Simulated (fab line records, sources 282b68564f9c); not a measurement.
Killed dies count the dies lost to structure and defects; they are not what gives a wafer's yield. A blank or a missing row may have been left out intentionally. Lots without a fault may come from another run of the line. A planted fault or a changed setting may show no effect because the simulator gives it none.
fab line records + flow rit-cmos
[record]
- lots = 13
- wafers = 39
- last-day = 7
route steps=202 shown SILICIDE@162 M1@202
lots with no fault: from the same line, run without faults
start-h: the number of hours between the record's first day and the start of the first shown wafer of the lot + wait-h: how many hours have passed since the lot's step before this one + " as in the row above + L1.1+2: one row covering several wafers at once + - no value, or no start was given + * or withheld: withheld + < > ~ a bound
route shown NAME@n: names a module that has steps shown in the file, with the first one's number in the route + usual: the fault-free wafers' mean and standard deviation + same: alike in all rows + chamber/n: place in a boat + sites: readings site by site + _std_site: the standard deviation of these + _edge_site: outer sites' mean less inner sites' + radius-mm: how far each site lies from the wafer's centre + mask NAME#n: copy n + behind: the last tool/chamber to shape the wafer + hold: why the lot was held/for how many hours/how that ended + device: names the non-switching transistor (n, p or np) + end of line: the route-end tests of the same wafers + a step given without rows: its recipe and nothing more + killed: count of dies lost to structure and defects at first sort (not the wafer's yield) + map: a wafer's dies, marking killed ones x, the rest . and places with no die _
set.NAME: the run value of the setting; set.NAME@STEP: its run value at that earlier step + model.NAME: the simulator's own value behind a step, which no gauge read
one table for each step of the route and one row for each wafer, over a sample of lots
services: when a tool's chamber went out of use (start-h, in hours from the record's first day, below 0 if earlier), for how many hours, and the reason
[[steps]]
[step RIT_SILICIDE_SPUTTER_01]
[recipe]
- material = Ti
- target-thk-nm = 30
- power-w = 338.1
- chamber-pressure-pa = 0.667
- gas = Ar
- time-s = 240
- substrate-temp-c = 25
[usual]
- throttle-valve-pct = 30.0/1.1
| lot.wafer | tool           | chamber | start-h | wait-h | throttle-valve-pct |
|-----------|----------------|---------|---------|--------|--------------------|
| L138.1    | pvd-sputter-01 | -       | 52.93   | 0.0    | 29.9               |
| L138.3    | "              | -       | "       | "      | 29.6               |
| L138.5    | "              | -       | "       | "      | 29.8               |
| L139.3    | pvd-sputter-02 | -       | 55.50   | 0.0    | 28.3               |
| L139.4    | "              | -       | "       | "      | 30.4               |
| L139.5    | "              | -       | "       | "      | 30.6               |
| L140.2    | pvd-sputter-01 | -       | 63.10   | 0.0    | 29.6               |
| L140.4    | "              | -       | "       | "      | 28.7               |
| L140.6    | "              | -       | "       | "      | 29.7               |
| L141.3    | pvd-sputter-03 | -       | 69.64   | 0.0    | 30.0               |
| L141.4    | "              | -       | "       | "      | 30.5               |
| L141.6    | "              | -       | "       | "      | 28.6               |
| L142.1    | pvd-sputter-01 | -       | 72.46   | 0.0    | 29.9               |
| L142.2    | "              | -       | "       | "      | 28.3               |
| L142.6    | "              | -       | "       | "      | 31.8               |
| L143.3    | pvd-sputter-03 | -       | 82.17   | 0.0    | 29.0               |
| L143.4    | "              | -       | "       | "      | 30.1               |
| L143.6    | "              | -       | "       | "      | 30.1               |
| L144.1    | pvd-sputter-01 | -       | 84.86   | 0.0    | 29.7               |
| L144.2    | "              | -       | "       | "      | 29.9               |
| L144.3    | "              | -       | "       | "      | 32.0               |
| L148.1    | pvd-sputter-01 | -       | 106.02  | 0.0    | 28.5               |
| L148.5    | "              | -       | "       | "      | 30.0               |
| L148.6    | "              | -       | "       | "      | 31.9               |
| L154.1    | pvd-sputter-01 | -       | 137.21  | 0.0    | 28.5               |
| L154.2    | "              | -       | "       | "      | 29.6               |
| L154.4    | "              | -       | "       | "      | 32.2               |
| L155.4    | pvd-sputter-03 | -       | 142.02  | 0.0    | 30.5               |
| L155.5    | "              | -       | "       | "      | 30.4               |
| L155.6    | "              | -       | "       | "      | 29.1               |
| L157.1    | pvd-sputter-03 | -       | 154.02  | 0.0    | 30.0               |
| L157.2    | "              | -       | "       | "      | 30.3               |
| L157.4    | "              | -       | "       | "      | 30.2               |
| L159.1    | pvd-sputter-02 | -       | 158.21  | 0.0    | 30.7               |
| L159.3    | "              | -       | "       | "      | 30.1               |
| L159.4    | "              | -       | "       | "      | 28.5               |
| L161.3    | pvd-sputter-03 | -       | 170.55  | 0.0    | 30.1               |
| L161.4    | "              | -       | "       | "      | 28.9               |
| L161.5    | "              | -       | "       | "      | 29.9               |
[step RIT_M1_PROBE_99]
[usual]
- killed-at-contacts = 0.0/0.16
- killed-at-front-end = 6.9/2.9
- killed-dies = 7.0/2.9
- killed-on-rim = 1.9/1.4
- killed-open = 3.4/2.1
- killed-short = 3.5/1.8
[same]
- gross-dies = 264
- killed_at_M0_to_M3 = 0
- killed_at_M4_up = 0
- killed-at-back-side = 0
- killed-at-other = 0
| lot.wafer | tool      | chamber | start-h | wait-h | killed-at-contacts | killed-at-front-end | killed-dies | killed-on-rim | killed-open | killed-short |
|-----------|-----------|---------|---------|--------|--------------------|---------------------|-------------|---------------|-------------|--------------|
| L154.1    | prober-01 | -       | 144.23  | 0.1    | 0                  | 7                   | 7           | 1             | 4           | 3            |
| L154.2    | prober-01 | -       | 144.28  | 0.1    | 0                  | 8                   | 8           | 1             | 1           | 7            |
| L154.4    | prober-01 | -       | 144.38  | 0.2    | 0                  | 21                  | 21          | 9             | 4           | 3            |
// killed by level:class
L154.1 REOX:geometric-particle:open=2 SPACER:geometric-particle:short=2 GATE:geometric-particle:open=1 REOX:geometric-particle:short=1 SPACER:geometric-particle:open=1
L154.2 SILICIDE:geometric-particle:short=4 GATE:geometric-particle:short=2 SPACER:geometric-particle:short=1 SILICIDE:geometric-particle:open=1
L154.4 SILICIDE:unspecified=14 GATE:geometric-particle:short=2 GATE:geometric-particle:open=2 FOX1:geometric-particle:short=1 FOX1:geometric-particle:open=1 SPACER:geometric-particle:open=1
[[services]]
| tool           | chamber | start-h | hours | kind   |
|----------------|---------|---------|-------|--------|
| pvd-sputter-01 | -       | 33.69   | 17.8  | repair |
| pvd-sputter-01 | -       | 56.12   | 2.3   | repair |
| pvd-sputter-03 | -       | 71.73   | 3.0   | repair |
[[key]]
[first-sign]
- step = RIT_M1_PROBE_99
- reading = killed-at-front-end
- direction = up
- sigmas = 4.8
- usual = 6.9
- struck = 21
[effect]
- step = RIT_M1_PROBE_99
- reading = killed-dies
- direction = up
- sigmas = 4.8
- usual = 7.0
- struck = 21
met-at RIT_SILICIDE_SPUTTER_01
struck-lots L154
struck-wafers L154.4
tester-left-out L154
onset-between 106.02 137.21
[fault]
- kind = chamber-particle-source
- tool = pvd-sputter-01
- chamber = -
- onset-h = 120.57
- steps = RIT_SILICIDE_SPUTTER_01
- rate-per-visit-cm2 = 0.48296
- end-h = 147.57
- scope = struck-wafers-only
// tester-left-out: of these lots the tester's yield and bins aren't shown, on N5 and GAA mostly nor the transistor test; their killed dies are dies lost to structure and defects alone, not to doping, threshold or leakage, so they don't give the yield
